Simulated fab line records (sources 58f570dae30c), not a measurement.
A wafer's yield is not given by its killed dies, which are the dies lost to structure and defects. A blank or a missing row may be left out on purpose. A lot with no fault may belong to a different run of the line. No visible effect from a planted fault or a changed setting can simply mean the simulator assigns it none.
Which tool was responsible? ; flow berkeley cmos170 ; 14 lots with 42 wafers sampled at 6 steps, on a route of 331 steps

WHAT THE GAUGES SHOWED, per wafer
UCB170_NWELL_OVL_MEAS_12.
lot;measured;on;NWELL_OVL (nm)
L281;day 2 15:44;overlay-01;7 3 8
L282;day 2 16:13;overlay-02;9 -3 4
L284;day 3 02:00;overlay-02;-4 -4 -7
L286;day 3 13:40;overlay-02;12 6 9
L287;day 3 22:43;overlay-01;3 2 -7
L288;day 4 05:01;overlay-01;-2 -5 2
L289;day 4 06:14;overlay-02;-4 -8 -3
L290;day 4 06:29;overlay-01;2 8 8
L291;day 4 14:19;overlay-01;-5 -11 -9
L292;day 4 14:30;overlay-02;-7 -3 -9
L294;day 5 05:16;overlay-01;-9 -3 -6
L293;day 5 05:30;overlay-01;-2 1 0
L299;day 6 03:35;overlay-01;8 1 -1
L303;day 7 04:03;overlay-01;-3 0 -4

UCB170_GATE_CD_MEAS_90: the cd target is 350 nm.
lot;measured;on;cd nm (nm)
L281;day 7 19:01;cd sem-02;350.6 353.2 351.2
L282;day 7 18:42;cd sem-02;349.8 348.8 348.9
L284;day 8 02:23;cd sem-02;350.0 351.5 350.9
L286;day 8 11:38;cd sem-02;349.8 351.5 350.8
L287;day 8 23:04;cd sem-02;347.0 346.1 347.1
L288;day 9 04:14;cd sem-02;349.8 350.4 350.9
L289;day 9 03:40;cd sem-01;350.1 349.5 347.7
L290;day 9 03:54;cd sem-02;351.5 352.6 351.6
L291;day 9 12:31;cd sem-02;350.6 352.3 351.4
L292;day 9 12:02;cd sem-02;349.2 350.0 349.9
L294;day 10 02:51;cd sem-02;350.4 347.9 349.4
L293;day 10 03:37;cd sem-02;347.2 347.1 346.6
L299;day 10 09:28;cd sem-01;351.7 351.4 350.5
L303;day 11 16:11;cd sem-01;351.5 351.3 350.5

UCB170_SPACER_THK_MEAS_01.
lot;measured;on;SPACER_TEOS_THK (nm)
L281;day 8 01:07;film metro-01;375 385 376
L282;day 8 00:20;film metro-03;364 371 375
L284;day 8 08:28;film metro-03;380 381 382
L286;day 8 15:29;film metro-01;376 376 379
L287;day 9 03:22;film metro-01;372 379 375
L288;day 9 09:43;film metro-01;379 382 379
L289;day 9 08:34;film metro-01;376 374 380
L290;day 9 09:07;film metro-04;376 373 383
L291;day 9 21:40;film metro-03;371 375 381
L292;day 9 21:27;film metro-03;366 369 374
L294;day 10 07:53;film metro-01;370 378 381
L293;day 10 09:02;film metro-01;379 375 376
L299;day 10 17:25;film metro-01;248 372 372
L303;day 12 00:08;film metro-01;245 371 375

UCB170_V2_THK_MEAS_01.
lot;measured;on;V2_TEOS_THK (nm)
L281;day 9 07:27;film metro-03;1977 2017 2048
L282;day 9 06:11;film metro-04;2018 2001 1995
L284;day 9 17:31;film metro-04;2007 2016 2007
L286;day 9 22:20;film metro-04;1990 2006 1985
L287;day 10 15:37;film metro-03;1968 1997 2038
L288;day 10 18:42;film metro-04;2005 2046 2022
L289;day 10 15:19;film metro-04;1981 1989 2005
L290;day 10 18:04;film metro-04;1961 1989 2000
L291;day 11 01:27;film metro-04;1994 1978 2042
L292;day 11 04:50;film metro-04;1959 1960 1974
L294;day 11 12:28;film metro-04;1986 2016 2017
L293;day 11 11:07;film metro-03;1964 1977 1964
L299;day 12 00:01;film metro-02;1982 1996 2011
L303;day 13 05:37;film metro-04;1992 2010 2021

WHAT TOOL EACH LOT RAN ON (gives the tool, then ch and the chambers of the sampled wafers, and finally the start)
lot;UCB170_SPACER_CVD_00;UCB170_SPACER_ETCHBACK_03
L281;pecvd-02 ch 0,1, day 8 01:05;rie diel-03 ch 1,2, day 8 05:57
L282;pecvd-03 ch 1,2, day 8 00:17;rie diel-01 ch 0,1, day 8 05:57
L284;pecvd-01 ch 1,2, day 8 08:25;rie diel-01 ch 0,1, day 8 14:51
L286;pecvd-03 ch 0,1,2, day 8 15:26;rie diel-01 ch 0,3, day 8 21:54
L287;pecvd-03 ch 0,2, day 9 03:18;rie diel-04 ch 0,1,3, day 9 08:39
L288;pecvd-01 ch 0,1, day 9 09:39;rie diel-04 ch 0,1,2, day 9 12:50
L289;pecvd-01 ch 0,1, day 9 08:29;rie diel-01 ch 0,1,2, day 9 12:50
L290;pecvd-02 ch 1,2, day 9 09:05;rie diel-03 ch 1,3, day 9 12:50
L291;pecvd-01 ch 1,2, day 9 21:37;rie diel-01 ch 0,2, day 10 02:11
L292;pecvd-03 ch 0,1,2, day 9 21:20;rie diel-03 ch 0,1,2, day 10 02:11
L294;pecvd-01 ch 0,1,2, day 10 07:50;rie diel-03 ch 0,2,3, day 10 12:36
L293;pecvd-02 ch 0,1,2, day 10 09:00;rie diel-01 ch 0,2,3, day 10 12:36
L299;pecvd-03 ch 0,1,2, day 10 17:22;rie diel-01 ch 0,1,3, day 10 22:13
L303;pecvd-03 ch 0,1, day 12 00:06;rie diel-01 ch 0,1,2, day 12 07:40
- UCB170_SPACER_CVD_00: deposits SiO2 from TEOS/O2, target thk 376 nm, time 47 s.
- UCB170_SPACER_ETCHBACK_03: etches SiO2 in CHF3/CF4/Ar, stops on Si, target depth 376 nm, time 100 s.

AS READ BY THE TOOLS THEMSELVES (means over the sampled wafers that have a number; for cases with no such wafer, the mark the record gives instead)
UCB170_SPACER_CVD_00.
lot;tool;heater power w (W);susceptor temp C (C)
L281;pecvd-02;222;390.12
L282;pecvd-03;220;389.99
L284;pecvd-01;250;389.87
L286;pecvd-03;229;389.94
L287;pecvd-03;235;390.06
L288;pecvd-01;293;390.15
L289;pecvd-01;287;390.05
L290;pecvd-02;238;390.00
L291;pecvd-01;235;389.81
L292;pecvd-03;230;389.99
L294;pecvd-01;249;389.75
L293;pecvd-02;246;390.21
L299;pecvd-03;226;389.88
L303;pecvd-03;172;390.07

UCB170_SPACER_ETCHBACK_03.
lot;tool;drypump motor current A (A);oes product au (a.u.);throttle valve pct (%)
L281;rie diel-03;5.7;0.903;6.63
L282;rie diel-01;5.0;0.889;6.40
L284;rie diel-01;5.0;0.912;6.40
L286;rie diel-01;5.4;0.906;6.41
L287;rie diel-04;5.6;0.909;6.43
L288;rie diel-04;5.5;0.911;6.49
L289;rie diel-01;5.1;0.897;6.39
L290;rie diel-03;5.1;0.903;6.54
L291;rie diel-01;5.2;0.890;6.39
L292;rie diel-03;5.4;0.893;6.64
L294;rie diel-03;5.5;0.896;6.60
L293;rie diel-01;5.5;0.902;6.42
L299;rie diel-01;5.4;0.818;6.42
L303;rie diel-01;5.1;0.814;6.39

THE ANSWER, worked out from the rows above alone
Rule: what is usual is taken from the lots themselves. Put in order of their means at a reading, lots are off if they are a third of the lots or fewer, leave a main group of 4 or more, and stand apart from it by a gap of 3 or more times the standard deviation of the main group's means; of several such gaps the widest counts. Not used: any main group whose means are identical at the precision the tables above print for the reading. A lot without any number at a reading at which 4 lots or more have one is off too. Where the step has rows for the other lots, those lots are counted as sound. After the gauges, taken in route order, come the tools' own readings; for these a lot's mean is taken, as printed above. The first step at which some lot is off is used, and at that step the reading that is off furthest; a lot without a number counts as furthest.
Off: L299, L303, at UCB170_SPACER_THK_MEAS_01 (SPACER_TEOS_THK). Mean 376 nm and standard deviation 3.3 in the main group.
A tool fits if, at a process step before that reading, it ran every lot that is off, and no sound lot after the first of them. Not tried: the gauges at UCB170_SPACER_THK_MEAS_01; whatever is off there is also off at UCB170_SPACER_ETCHBACK_03, on other tools, and gauge error can't account for it. One candidate fits, namely pecvd-03 at UCB170_SPACER_CVD_00. A fault onset in the window from L292 (day 9 21:20, its last sound lot) to L299 (day 10 17:22, its first lot off) fits.

WHAT WAS PUT IN BY THE SIMULATOR
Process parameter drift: pecvd-03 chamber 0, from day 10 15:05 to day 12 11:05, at UCB170_SPACER_CVD_00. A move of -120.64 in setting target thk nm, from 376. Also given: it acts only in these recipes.
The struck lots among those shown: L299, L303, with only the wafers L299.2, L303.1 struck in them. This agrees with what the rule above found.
